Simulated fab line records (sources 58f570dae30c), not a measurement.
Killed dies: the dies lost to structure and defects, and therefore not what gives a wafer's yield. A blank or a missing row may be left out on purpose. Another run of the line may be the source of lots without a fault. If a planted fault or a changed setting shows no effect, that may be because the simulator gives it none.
Check for tools in common    flow berkeley-cmos170    Sample size 14 lots and 42 wafers

## REASON IT WAS OPENED
Of 14 lots, 2 have the reading PWELL_NITRIDE_THK flagged at UCB170_PWELL_THK_MEAS_06. Fault-free wafers read 220.5 nm, with a standard deviation of 1.7.
Rule: a lot is flagged in two cases, either no wafer of it has a number, or all its wafers with numbers fall more than 4 standard deviations from that mean. All remaining lots are regarded as sound.

lot   measured     on             PWELL_NITRIDE_THK (nm), wafer by wafer  flag
L182  day 3 06:50  film-metro-04  219.3 218.5 216.8                       
L184  day 4 01:59  film-metro-04  222.2 220.1 221.2                       
L185  day 4 01:59  film-metro-03  219.4 220.4 219.5                       
L186  day 4 06:17  film-metro-03  219.6 219.9 220.0                       
L193  day 5 11:41  film-metro-03  258.6 258.5 257.2                       FLAGGED
L194  day 5 11:42  film-metro-04  257.7 258.6 259.5                       FLAGGED
L196  day 5 22:01  film-metro-02  221.9 220.3 221.8                       
L199  day 6 20:39  film-metro-04  221.0 221.2 220.4                       
L200  day 6 20:39  film-metro-03  225.2 223.6 224.9                       
L201  day 7 06:25  film-metro-02  222.4 221.6 224.0                       
L202  day 7 19:05  film-metro-03  219.6 220.8 217.8                       
L204  day 8 01:20  film-metro-03  220.7 220.1 220.6                       
L203  day 8 01:21  film-metro-04  220.3 221.8 219.3                       
L205  day 8 10:43  film-metro-04  220.7 220.6 221.0                       
The mean of the flagged lots' numbers is 258.4 nm, +37.9 nm from the usual (+22 standard deviations).

## LOT BY LOT: THE TOOL USED
The record keeps 1 process step preceding the reading, out of 331 steps on the route. In each cell: the tool, then ch and the chambers that the sampled wafers went through, then the start.
lot   flag     UCB170_PWELL_CVD_05
L182           lpcvd-01 ch 0, day 3 04:54
L184           lpcvd-02 ch 1, day 3 23:07
L185           lpcvd-02 ch 1, day 3 23:07
L186           lpcvd-01 ch 0, day 4 04:23
L193  FLAGGED  lpcvd-01 ch 0, day 5 09:44
L194  FLAGGED  lpcvd-01 ch 0, day 5 09:44
L196           lpcvd-02 ch 0, day 5 20:04
L199           lpcvd-02 ch 0, day 6 18:43
L200           lpcvd-02 ch 0, day 6 18:43
L201           lpcvd-02 ch 0, day 7 04:28
L202           lpcvd-02 ch 0, day 7 17:10
L204           lpcvd-02 ch 0, day 7 23:25
L203           lpcvd-02 ch 1, day 7 23:25
L205           lpcvd-01 ch 1, day 8 08:47
These steps, and what they do:
- UCB170_PWELL_CVD_05: deposits Si3N4 from SiH2Cl2/NH3, target thk 220 nm, time 3300 s.
- UCB170_PWELL_THK_MEAS_06

## FLAGGED AGAINST TOTAL, ONE TOOL AT A TIME (gauges that did the reading follow at the end)
step                      tool           lots run  flagged  share of the flagged lots  sound lots run after its first flagged lot
UCB170_PWELL_CVD_05       lpcvd-01       5         2        all                        1 (L205)
UCB170_PWELL_CVD_05       lpcvd-02       9         0        none                       -
UCB170_PWELL_THK_MEAS_06  film-metro-02  2         0        none                       -
UCB170_PWELL_THK_MEAS_06  film-metro-03  6         1        some                       3 (L200,L202,L204)
UCB170_PWELL_THK_MEAS_06  film-metro-04  6         1        some                       3 (L199,L203,L205)

## THE TABLE: WHAT IT ALLOWS
All flagged lots share 1 row of the table, namely lpcvd-01 at UCB170_PWELL_CVD_05.
- lpcvd-01 at UCB170_PWELL_CVD_05: 2 of its 5 lots flagged. Lots that were sound ran on it after the first flagged one (L205); a persistent fault on the entire tool would not allow that. Its own readings lie more than 4 standard deviations out on every wafer of the flagged lots: spike-tc-centre-C, susceptor-temp-C.
There is no row in the table that ran each flagged lot and no sound lot after the first.

## WHAT WAS PUT IN BY THE SIMULATOR
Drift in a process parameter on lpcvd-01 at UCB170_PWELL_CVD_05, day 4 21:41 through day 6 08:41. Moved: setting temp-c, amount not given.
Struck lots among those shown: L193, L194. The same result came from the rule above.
